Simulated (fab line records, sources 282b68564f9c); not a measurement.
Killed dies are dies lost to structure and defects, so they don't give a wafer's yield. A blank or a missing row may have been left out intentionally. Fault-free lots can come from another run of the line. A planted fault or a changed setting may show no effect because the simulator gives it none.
The same fault as seen by 2 desks ; flow ritCmos ; each desk has only its own numbers; what lay behind them comes last

## TOOL OWNER'S DESK, furnace-01
The tool's own readings at RIT_ACTIVE_OXIDATION_01 (target thk 46.8 nm, ox time 3360 s): means of the sampled wafers that have a number, for each lot that ran on this tool. A lot is out of limits, marked OUT, if its mean lies more than 4 standard deviations from the usual mean; the brackets give that distance.
Columns: A = oxTempCMax at RIT_ACTIVE_OXIDATION_01, usual 998.5
lot;first seen here;A
L235;day 1 11:20;996.6
L242;day 2 21:32;996.8
L244;day 3 08:41;997.6
This desk found nothing out of limits on any of the 3 lots.

## THE METROLOGY DESK
Lot by lot, what the gauges showed, no matter which tool ran the lot: averages of those sampled wafers that carry a number. A lot is out of limits, marked OUT, if its mean lies more than 4 standard deviations from the usual mean; the brackets give that distance.
Columns: A = GATE_OXIDE_THK at RIT_GATE_THK_MEAS_07, usual 2.99 nm; B = M1_BOW at RIT_M1_BOW_MEAS_16, usual 17 um
lot;first seen here;A;B
L235;day 2 10:41;2.95;12
L236;day 2 18:50;2.99;20
L237;day 2 22:28;2.94;17
L238;day 3 07:37;2.97;16
L242;day 4 05:27;2.92;15
L244;day 4 08:06;2.95;16
L247;day 5 03:58;2.97;14
L249;day 5 13:43;3.04;18
L250;day 5 16:47;2.99;19
L251;day 6 01:01;3.03;18
L252;day 6 02:38;2.97;16
L254;day 6 15:17;2.97;17
L256;day 6 20:55;3.03;16
L257;day 7 01:03;3.17;16
This desk found nothing out of limits on any of the 14 lots.

## PUT TOGETHER
Nothing out of limits was seen by the tool owner's desk.
Metrology desk: nothing out of limits seen.

## WHAT HAD BEEN PUT IN BY THE SIMULATOR
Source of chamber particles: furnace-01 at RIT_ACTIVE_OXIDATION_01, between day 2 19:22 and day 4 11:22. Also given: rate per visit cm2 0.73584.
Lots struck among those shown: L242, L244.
